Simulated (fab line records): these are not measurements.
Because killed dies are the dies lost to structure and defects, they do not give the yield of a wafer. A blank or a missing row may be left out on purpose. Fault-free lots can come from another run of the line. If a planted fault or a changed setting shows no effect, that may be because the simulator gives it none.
fab line records + flow berkeley_cmos170 + part 2 of 2: steps 33 to 42 of 42
record:
- lots: 5
- wafers: 15
- last_day: 11
route steps=331 shown NLDD@167 SPACER@171 PSD@175 NSD@187 BACKSIDE@199 SDANNEAL@204 PLDD@208
lots that met no fault: taken from a fault-free run of the same line
start_h: start of the lot's first displayed wafer, in hours after the record's first day + wait_h: hours elapsed since this lot's preceding step + " the same as in the row above + L1.1+2: one row covering several wafers at once + - no value present, or no start provided + * or withheld: withheld + < > ~ a bound
route shown NAME@n: NAME is a module with steps in the file, n the number in the route of the first one + usual: mean/standard deviation taken from wafers without a fault + same: alike in all rows + chamber/n: place in a boat + sites: per-site readings + _std_site: standard deviation of those values + _edge_site: inner sites' mean taken away from outer sites' mean + radius_mm: for every site, how far away it sits from the centre of the wafer + mask NAME#n: copy n + behind: the most recent tool/chamber to have shaped the wafer + hold: the reason the lot was held/the length of the hold in hours/how it ended + device: whichever transistor did not switch (one of n, p or np) + end of line: the tests these same wafers got at the end of their route + for a step that has no rows: nothing shown but its recipe + killed: dies that structure and defects cost at the first sort, which is not the same as the wafer's yield + map: a wafer's dies, x killed, . not, _ none there
set.NAME: the setting the step ran with; set.NAME@STEP: the setting that earlier step ran with + model.NAME: the simulator's own value behind a step, which no gauge read
a table for each step, a row for each wafer; lots at some steps of the route
services: the hour from which a tool's chamber was out of use, counted from the record's first day as start_h (under 0 if before that day), plus the number of hours and why
== steps ==
step: UCB170_BACKSIDE_HMDS_00
recipe:
- prime_time_s: 60
- prime_temp_c: 100
| lot.wafer  | tool           | chamber | start_h | wait_h |
|------------|----------------|---------|---------|--------|
| L077.2+5+6 | litho_track-04 | 0       | 164.53  | 1.0    |
| L075.1+2+5 | litho_track-04 | 0       | 164.95  | 1.1    |
| L081.1+4+6 | litho_track-04 | 0       | 201.89  | 0.2    |
| L085.1+3+5 | litho_track-02 | 0       | 222.00  | 0.4    |
| L094.1+4+6 | litho_track-04 | 0       | 247.77  | 0.0    |
step: UCB170_BACKSIDE_COAT_01
recipe:
- resist: KrF
- spin_rpm: 1500
- resist_thk_nm: 900
| lot.wafer  | tool           | chamber | start_h | wait_h |
|------------|----------------|---------|---------|--------|
| L077.2+5+6 | litho_track-04 | 0       | 164.68  | 0.1    |
| L075.1+2+5 | litho_track-04 | 0       | 165.10  | 0.1    |
| L081.1+4+6 | litho_track-04 | 0       | 202.04  | 0.1    |
| L085.1+3+5 | litho_track-02 | 0       | 222.15  | 0.1    |
| L094.1+4+6 | litho_track-04 | 0       | 247.92  | 0.1    |
step: UCB170_BACKSIDE_SOFTBAKE_02
recipe:
- resist: KrF
- temp_c: 130
- time_s: 60
| lot.wafer  | tool           | chamber | start_h | wait_h |
|------------|----------------|---------|---------|--------|
| L077.2+5+6 | litho_track-04 | 0       | 164.83  | 0.1    |
| L075.1+2+5 | litho_track-04 | 0       | 165.25  | 0.1    |
| L081.1+4+6 | litho_track-04 | 0       | 202.19  | 0.1    |
| L085.1+3+5 | litho_track-02 | 0       | 222.30  | 0.1    |
| L094.1+4+6 | litho_track-04 | 0       | 248.07  | 0.1    |
step: UCB170_BACKSIDE_STRIP_03
recipe:
- chemistry: O2
- power_w: 400
- pressure_mtorr: 3500
- platen_temp_c: withheld
- o2_flow_sccm: 400
- overash_fraction: 0.5
usual:
- drypump_motor_current_A: 6.1/0.39
- oes_product_au: 0.735/0.0044
- strip_time_to_endpoint_s: 21.98/0.065
| lot.wafer | tool            | chamber | start_h | wait_h | drypump_motor_current_A | oes_product_au | rf_hours_counter_h | strip_time_to_endpoint_s |
|-----------|-----------------|---------|---------|--------|-------------------------|----------------|--------------------|--------------------------|
| L077.2    | plasma_asher-04 | 1       | 164.95  | 0.1    | 6.6                     | 0.731          | 39                 | 22.11                    |
| L077.5    | "               | 1       | "       | "      | 6.6                     | 0.726          | -                  | 22.08                    |
| L077.6    | "               | 0       | "       | "      | 6.3                     | 0.733          | -                  | 22.07                    |
| L075.1    | plasma_asher-04 | 0       | 165.40  | 0.1    | 6.3                     | 0.732          | 39                 | 21.97                    |
| L075.2    | "               | 1       | "       | "      | 6.6                     | 0.734          | 39                 | 22.04                    |
| L075.5    | "               | 1       | "       | "      | 6.6                     | 0.733          | -                  | 21.95                    |
| L081.1    | plasma_asher-03 | 0       | 202.34  | 0.1    | 5.8                     | 0.735          | 11                 | 22.03                    |
| L081.4    | "               | 0       | "       | "      | 5.8                     | 0.734          | -                  | 22.07                    |
| L081.6    | "               | 1       | "       | "      | 6.1                     | 0.740          | -                  | 22.10                    |
| L085.1    | plasma_asher-01 | 0       | 222.45  | 0.1    | 5.5                     | 0.727          | 56                 | 21.95                    |
| L085.3    | "               | 0       | "       | "      | 5.5                     | 0.736          | -                  | 21.90                    |
| L085.5    | "               | 1       | "       | "      | 6.6                     | 0.735          | -                  | 21.99                    |
| L094.1    | plasma_asher-03 | 0       | 248.22  | 0.1    | 5.8                     | 0.734          | 17                 | 22.05                    |
| L094.4    | "               | 1       | "       | "      | 6.1                     | 0.738          | -                  | 22.06                    |
| L094.6    | "               | 1       | "       | "      | 6.1                     | 0.733          | -                  | 21.95                    |
step: UCB170_BACKSIDE_CLEAN_04
recipe:
- chemistry: SPM
- temp_c: 120
- time_s: 600
| lot.wafer  | tool         | chamber | start_h | wait_h |
|------------|--------------|---------|---------|--------|
| L077.2+5+6 | wet_bench-03 | 1       | 165.21  | 0.2    |
| L075.1+2+5 | wet_bench-03 | 3       | 165.56  | 0.1    |
| L081.1+4+6 | wet_bench-04 | 1       | 202.54  | 0.2    |
| L085.1+3+5 | wet_bench-04 | 3       | 222.55  | 0.1    |
| L094.1+4+6 | wet_bench-04 | 2       | 248.32  | 0.1    |
step: UCB170_SDANNEAL_RTA_00
recipe:
- temp_c: 900
- time_s: 10
- ambient: N2
usual:
- chamber_o2_ppm: 1.997/0.02
- lamp_power_pct: 25.2/0.75
- wafer_temp_C_max: 905.2/1
| lot.wafer | tool          | chamber | start_h | wait_h | chamber_o2_ppm | lamp_power_pct | wafer_temp_C_max |
|-----------|---------------|---------|---------|--------|----------------|----------------|------------------|
| L077.2    | rtp_anneal-01 | 0       | 165.57  | 0.0    | 2.009          | 26.0           | 905.4            |
| L077.5    | "             | 0       | "       | "      | 1.993          | 25.9           | 903.4            |
| L077.6    | "             | 0       | "       | "      | 2.009          | 25.9           | 905.7            |
| L075.1    | rtp_anneal-01 | 0       | 165.91  | 0.0    | 2.023          | 25.9           | 905.7            |
| L075.2    | "             | 0       | "       | "      | 1.989          | 25.9           | 906.1            |
| L075.5    | "             | 0       | "       | "      | 1.996          | 25.9           | 906.1            |
| L081.1    | rtp_anneal-01 | 0       | 202.89  | 0.0    | 1.998          | 26.0           | 906.3            |
| L081.4    | "             | 0       | "       | "      | 1.981          | 25.9           | 906.8            |
| L081.6    | "             | 0       | "       | "      | 1.983          | 25.9           | 907.8            |
| L085.1    | rtp_anneal-01 | 0       | 222.72  | 0.0    | 1.966          | 25.9           | 906.4            |
| L085.3    | "             | 0       | "       | "      | 1.955          | 25.9           | 905.2            |
| L085.5    | "             | 0       | "       | "      | 1.994          | 26.0           | 906.5            |
| L094.1    | rtp_anneal-01 | 0       | 248.51  | 0.0    | 2.006          | 26.0           | 905.5            |
| L094.4    | "             | 0       | "       | "      | 1.974          | 25.9           | 906.5            |
| L094.6    | "             | 0       | "       | "      | 1.972          | 25.9           | 905.9            |
step: UCB170_SDANNEAL_RTA_01
recipe:
- temp_c: 1050
- time_s: 5
- ambient: N2
usual:
- chamber_o2_ppm: 1.994/0.021
- lamp_power_pct: 38.9/1.2
- wafer_temp_C_max: 1055.6/1.2
| lot.wafer | tool          | chamber | start_h | wait_h | chamber_o2_ppm | lamp_power_pct | wafer_temp_C_max |
|-----------|---------------|---------|---------|--------|----------------|----------------|------------------|
| L077.2    | rtp_anneal-01 | 0       | 165.64  | 0.1    | 2.017          | 40.1           | 1056.7           |
| L077.5    | "             | 0       | "       | "      | 1.982          | 40.0           | 1058.0           |
| L077.6    | "             | 0       | "       | "      | 1.999          | 40.1           | 1054.6           |
| L075.1    | rtp_anneal-01 | 0       | 165.98  | 0.1    | 1.991          | 40.0           | 1052.9           |
| L075.2    | "             | 0       | "       | "      | 2.027          | 40.1           | 1057.5           |
| L075.5    | "             | 0       | "       | "      | 2.010          | 40.1           | 1055.7           |
| L081.1    | rtp_anneal-01 | 0       | 203.02  | 0.1    | 2.005          | 40.0           | 1055.4           |
| L081.4    | "             | 0       | "       | "      | 2.006          | 40.1           | 1055.8           |
| L081.6    | "             | 0       | "       | "      | 1.998          | 40.0           | 1054.0           |
| L085.1    | rtp_anneal-01 | 0       | 222.79  | 0.1    | 2.002          | 40.1           | 1055.5           |
| L085.3    | "             | 0       | "       | "      | 1.973          | 40.1           | 1057.6           |
| L085.5    | "             | 0       | "       | "      | 1.965          | 40.0           | 1056.8           |
| L094.1    | rtp_anneal-01 | 0       | 248.58  | 0.1    | 2.013          | 40.0           | 1057.3           |
| L094.4    | "             | 0       | "       | "      | 2.036          | 40.1           | 1054.6           |
| L094.6    | "             | 0       | "       | "      | 2.031          | 40.1           | 1055.6           |
step: UCB170_SDANNEAL_RS_MEAS_02
recipe:
- thk_meas_gauge: four-point-probe
usual:
- PSD_RS: 75.53/0.28
| lot.wafer | tool          | chamber | start_h | wait_h | PSD_RS[ohm/sq] |
|-----------|---------------|---------|---------|--------|----------------|
| L077.2    | film_metro-01 | -       | 165.70  | 0.1    | 75.35          |
| L077.5    | "             | -       | "       | "      | 75.45          |
| L077.6    | "             | -       | "       | "      | 75.42          |
| L075.1    | film_metro-04 | -       | 166.03  | 0.0    | 75.91          |
| L075.2    | "             | -       | "       | "      | 76.08          |
| L075.5    | "             | -       | "       | "      | 75.77          |
| L081.1    | film_metro-02 | -       | 203.14  | 0.1    | 75.12          |
| L081.4    | "             | -       | "       | "      | 74.96          |
| L081.6    | "             | -       | "       | "      | 75.38          |
| L085.1    | film_metro-01 | -       | 222.85  | 0.0    | 75.34          |
| L085.3    | "             | -       | "       | "      | 75.44          |
| L085.5    | "             | -       | "       | "      | 75.66          |
| L094.1    | film_metro-04 | -       | 248.64  | 0.0    | 75.45          |
| L094.4    | "             | -       | "       | "      | 75.42          |
| L094.6    | "             | -       | "       | "      | 75.76          |
step: UCB170_SDANNEAL_RS_MEAS_03
recipe:
- thk_meas_gauge: four-point-probe
usual:
- NSD_RS: 37.20/0.11
| lot.wafer | tool          | chamber | start_h | wait_h | NSD_RS[ohm/sq] |
|-----------|---------------|---------|---------|--------|----------------|
| L077.2    | film_metro-01 | -       | 165.82  | 0.1    | 37.35          |
| L077.5    | "             | -       | "       | "      | 37.34          |
| L077.6    | "             | -       | "       | "      | 37.24          |
| L075.1    | film_metro-04 | -       | 166.15  | 0.1    | 37.31          |
| L075.2    | "             | -       | "       | "      | 37.40          |
| L075.5    | "             | -       | "       | "      | 37.24          |
| L081.1    | film_metro-02 | -       | 203.26  | 0.1    | 37.04          |
| L081.4    | "             | -       | "       | "      | 37.14          |
| L081.6    | "             | -       | "       | "      | 37.05          |
| L085.1    | film_metro-01 | -       | 222.97  | 0.1    | 37.31          |
| L085.3    | "             | -       | "       | "      | 37.39          |
| L085.5    | "             | -       | "       | "      | 37.35          |
| L094.1    | film_metro-04 | -       | 248.76  | 0.1    | 37.40          |
| L094.4    | "             | -       | "       | "      | 37.36          |
| L094.6    | "             | -       | "       | "      | 37.42          |
step: UCB170_SDANNEAL_RS_MEAS_04
recipe:
- thk_meas_gauge: four-point-probe
usual:
- PLDD_RS: 1032/3
| lot.wafer | tool          | chamber | start_h | wait_h | PLDD_RS[ohm/sq] |
|-----------|---------------|---------|---------|--------|-----------------|
| L077.2    | film_metro-01 | -       | 165.94  | 0.1    | 1030            |
| L077.5    | "             | -       | "       | "      | 1031            |
| L077.6    | "             | -       | "       | "      | 1028            |
| L075.1    | film_metro-04 | -       | 166.27  | 0.1    | 1028            |
| L075.2    | "             | -       | "       | "      | 1032            |
| L075.5    | "             | -       | "       | "      | 1032            |
| L081.1    | film_metro-02 | -       | 203.38  | 0.1    | 1027            |
| L081.4    | "             | -       | "       | "      | 1029            |
| L081.6    | "             | -       | "       | "      | 1026            |
| L085.1    | film_metro-01 | -       | 223.09  | 0.1    | 1030            |
| L085.3    | "             | -       | "       | "      | 1030            |
| L085.5    | "             | -       | "       | "      | 1033            |
| L094.1    | film_metro-04 | -       | 248.88  | 0.1    | 1034            |
| L094.4    | "             | -       | "       | "      | 1038            |
| L094.6    | "             | -       | "       | "      | 1034            |
== services ==
| tool            | chamber | start_h | hours | kind   |
|-----------------|---------|---------|-------|--------|
| implanter-01    | -       | 132.61  | 5.7   | pm     |
| rie_diel-02     | 2       | 132.89  | 11.5  | repair |
| plasma_asher-02 | -       | 133.03  | 0.4   | repair |
| plasma_asher-02 | -       | 151.12  | 2.8   | pm     |
| plasma_asher-01 | -       | 152.76  | 8.7   | repair |
| krf_scanner-01  | -       | 155.87  | 0.1   | repair |
| pecvd-03        | 1       | 158.20  | 14.0  | repair |
| krf_scanner-01  | -       | 163.15  | 0.8   | pm     |
| plasma_asher-02 | -       | 164.43  | 2.4   | repair |
| rie_diel-01     | 1       | 168.36  | 2.4   | repair |
| krf_scanner-02  | -       | 168.39  | 1.3   | pm     |
| rie_diel-01     | 1       | 174.41  | 6.0   | repair |
| furnace-04      | -       | 177.08  | 3.1   | pm     |
| krf_scanner-02  | -       | 179.70  | 3.6   | pm     |
| wet_bench-02    | -       | 181.94  | 1.5   | repair |
| krf_scanner-01  | -       | 183.26  | 1.3   | pm     |
| plasma_asher-01 | -       | 190.57  | 3.3   | repair |
| krf_scanner-01  | -       | 214.71  | 1.7   | repair |
| krf_scanner-01  | -       | 215.92  | 0.6   | repair |
| krf_scanner-01  | -       | 223.71  | 4.0   | pm     |
| plasma_asher-04 | -       | 228.96  | 2.9   | repair |
| wet_bench-03    | -       | 229.16  | 3.5   | repair |
| krf_scanner-02  | -       | 238.86  | 1.0   | pm     |
| krf_scanner-01  | -       | 240.61  | 1.0   | pm     |
